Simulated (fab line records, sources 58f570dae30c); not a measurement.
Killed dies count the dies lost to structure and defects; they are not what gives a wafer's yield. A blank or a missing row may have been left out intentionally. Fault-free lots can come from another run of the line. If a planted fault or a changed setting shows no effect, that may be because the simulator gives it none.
One fault through the eyes of 2 desks || flow berkeley_cmos170 || each desk holds nothing but its own numbers, with what lay behind them at the end

## THE TOOL OWNER'S DESK: furnace-03
At UCB170_PWELL_ANNEAL_04 (time 900 s), the tool's own readings, given per lot that ran on this tool as the mean of the sampled wafers with a number. If a lot's mean is further than 4 standard deviations from the usual mean, the lot is out of limits and carries the mark OUT (the distance appears in the brackets). 7 of its 8 readings are shown: the first one out of limits and those lying furthest out on some lot.
Columns: A = spike_tc_centre_C at UCB170_PWELL_ANNEAL_04, usual 1002.8 C; B = spike_tc_load_C at UCB170_PWELL_ANNEAL_04, usual 1026.1 C; C = spike_tc_source_C at UCB170_PWELL_ANNEAL_04, usual 1024 C; D = tube_center_temp_C at UCB170_PWELL_ANNEAL_04, usual 1000 C; E = tube_center_temp_C_max at UCB170_PWELL_ANNEAL_04, usual 1002.6; F = zone_power_centre_pct at UCB170_PWELL_ANNEAL_04, usual 57 %; G = zone_power_load_pct at UCB170_PWELL_ANNEAL_04, usual 34.8 %
{"lot": "L461", "first seen here": "day 3 22:44", "A": 1003.0, "B": 1026.5, "C": 1023, "D": 1000, "E": 1002.6, "F": 60, "G": 35.8}
{"lot": "L466", "first seen here": "day 4 16:11", "A": 1002.5, "B": 1027.7, "C": 1024, "D": 1000, "E": 1002.7, "F": 61, "G": 36.0}
{"lot": "L473", "first seen here": "day 6 03:05", "A": 1002.9, "B": 1026.7, "C": 1023, "D": 1000, "E": 1002.6, "F": 61, "G": 35.5}
{"lot": "L476", "first seen here": "day 7 01:02", "A": "1144.1 (+99 or more) OUT", "B": "1169.5 (+80) OUT", "C": "1166 (+44) OUT", "D": "1141 (+99 or more) OUT", "E": "1143.4 (+99 or more) OUT", "F": 71, "G": "48.6 (+4.6) OUT"}
{"lot": "L477", "first seen here": "day 7 01:02", "A": "1144.1 (+99 or more) OUT", "B": "1169.4 (+80) OUT", "C": "1166 (+44) OUT", "D": "1141 (+99 or more) OUT", "E": "1143.2 (+99 or more) OUT", "F": 71, "G": "49.2 (+4.8) OUT"}
This desk finds L476, L477 out of limits, L476 being first, at day 7 01:02 (spike_tc_centre_C at UCB170_PWELL_ANNEAL_04). In limits: L461, L466, L473.

## THE METROLOGY DESK
Means of the sampled wafers that have a number, per lot and without regard to the tool the lot ran on: this is what the gauges read. If a lot's mean is further than 4 standard deviations from the usual mean, the lot is out of limits and carries the mark OUT (the distance appears in the brackets).
Columns: A = NWELL_OVL at UCB170_NWELL_OVL_MEAS_12, usual 2 nm; B = NWELL_TW at UCB170_NWELL_TW_MEAS_16, usual 1251; C = PWELL_OXIDE_THK at UCB170_PWELL_THK_MEAS_03, usual 25.7 nm
{"lot": "L461", "first seen here": "day 3 11:25", "A": -4, "B": 1262, "C": 25.3}
{"lot": "L463", "first seen here": "day 3 16:15", "A": 3, "B": 1246, "C": 26.2}
{"lot": "L466", "first seen here": "day 4 05:07", "A": 4, "B": 1240, "C": 25.6}
{"lot": "L473", "first seen here": "day 5 17:12", "A": -4, "B": 1257, "C": 25.9}
{"lot": "L477", "first seen here": "day 6 12:16", "A": -6, "B": 1249, "C": 26.2}
{"lot": "L476", "first seen here": "day 6 12:33", "A": 6, "B": 1246, "C": 25.0}
This desk's finding: nothing out of limits on any of the 6 lots.

## TAKEN TOGETHER
The tool owner's desk had the chance to raise an alarm at day 7 01:02 on L476, L477.
Nothing out of limits was seen by the metrology desk.
The metrology desk has L476, L477 on record, within its limits.
The lots listed all ran UCB170_PWELL_ANNEAL_04 on furnace-03.

## WHAT WAS PUT IN BY THE SIMULATOR
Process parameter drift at UCB170_PWELL_ANNEAL_04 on furnace-03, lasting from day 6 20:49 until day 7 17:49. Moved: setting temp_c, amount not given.
Shown lots that were struck: L476, L477.
Each desk's first reading out of limits, in hours after the fault started: the tool owner's desk, 4.
